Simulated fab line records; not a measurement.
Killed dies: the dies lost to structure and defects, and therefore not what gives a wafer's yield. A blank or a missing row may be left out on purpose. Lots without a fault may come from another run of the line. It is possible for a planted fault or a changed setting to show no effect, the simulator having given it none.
One fault through the eyes of 2 desks -- flow berkeley-cmos170 -- only its own numbers are on each desk; what lay behind them is given at the end

== METROLOGY DESK ==
Means of the sampled wafers that have a number, per lot and without regard to the tool the lot ran on: this is what the gauges read. Any lot whose mean is over 4 standard deviations away from the usual mean is out of limits and marked OUT; that distance is given in the brackets.
Columns: A = FIELD_OXIDE_LEFT_1_THK at UCB170_FIELD_THK_MEAS_90, usual 426 nm; B = NVT_TW at UCB170_NVT_TW_MEAS_09, usual 521; C = GATE_OVL at UCB170_GATE_OVL_MEAS_13, usual -6 nm; D = cd-nm at UCB170_PLDD_CD_MEAS_06, usual 1200.1 nm
lot,first seen here,A,B,C,D
L942,day 5 12:43,446,518,-3,1201.5
L943,day 5 12:43,442,516,1,1200.0
L944,day 6 08:28,427,513,-3,1198.9
L946,day 6 08:28,435,529,-9,1199.0
L945,day 6 08:29,432,518,-6,1199.5
L947,day 6 17:49,424,531,255 (+49) OUT,1198.7
L948,day 6 17:50,432,515,249 (+48) OUT,1200.1
L949,day 6 17:50,418,530,266 (+51) OUT,1200.0
L951,day 7 22:14,432,516,253 (+49) OUT,1200.7
L950,day 7 22:32,404,518,-11,1198.0
L956,day 9 09:56,410,521,-9,1200.6
L959,day 9 18:23,403,513,-2,1201.5
L965,day 11 06:37,435,526,0,1198.4
L961,day 11 06:38,442,521,-8,1201.6
L962,day 11 06:41,423,522,-6,1198.7
This desk's result: L947, L948, L949, L951 out of limits, first on L948 (GATE_OVL at UCB170_GATE_OVL_MEAS_13), day 8 13:44. In limits: L942, L943, L944, L946, L945, L950, L956, L959, L965, L961, L962.

== DESK OF THE TOOL OWNER: krf-scanner-02 ==
The tool's own readings at UCB170_GATE_EXPOSE_09 (exposes mask POLY, target cd 350 nm): means of the sampled wafers that have a number, for each lot that ran on this tool. Any lot whose mean is over 4 standard deviations away from the usual mean is out of limits and marked OUT; that distance is given in the brackets.
Columns: A = stage-vel-mm-s at UCB170_GATE_EXPOSE_09, usual 500.01 mm/s
lot,first seen here,A
L946,day 8 01:44,500.09
L945,day 8 01:53,500.36
L944,day 8 01:58,500.29
L948,day 8 12:53,499.97
L949,day 8 13:11,500.26
L947,day 8 13:20,500.18
L951,day 9 19:09,499.80
This desk's verdict: no lot among the 7 shows anything out of limits.

== PUT TOGETHER ==
An alarm was possible from the metrology desk at day 8 13:44, on L947, L948, L949, L951.
Nothing out of limits was seen by the tool owner's desk.
On record at the tool owner's desk: L947, L948, L949, L951, within its limits.
All the named lots went through UCB170_GATE_EXPOSE_09 on krf-scanner-02.

== WHAT THE SIMULATOR PUT IN ==
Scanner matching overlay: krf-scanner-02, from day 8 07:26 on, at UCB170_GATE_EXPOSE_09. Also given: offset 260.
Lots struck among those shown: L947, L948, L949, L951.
Hours from the fault's start to each desk's first reading out of limits: the metrology desk, 6.
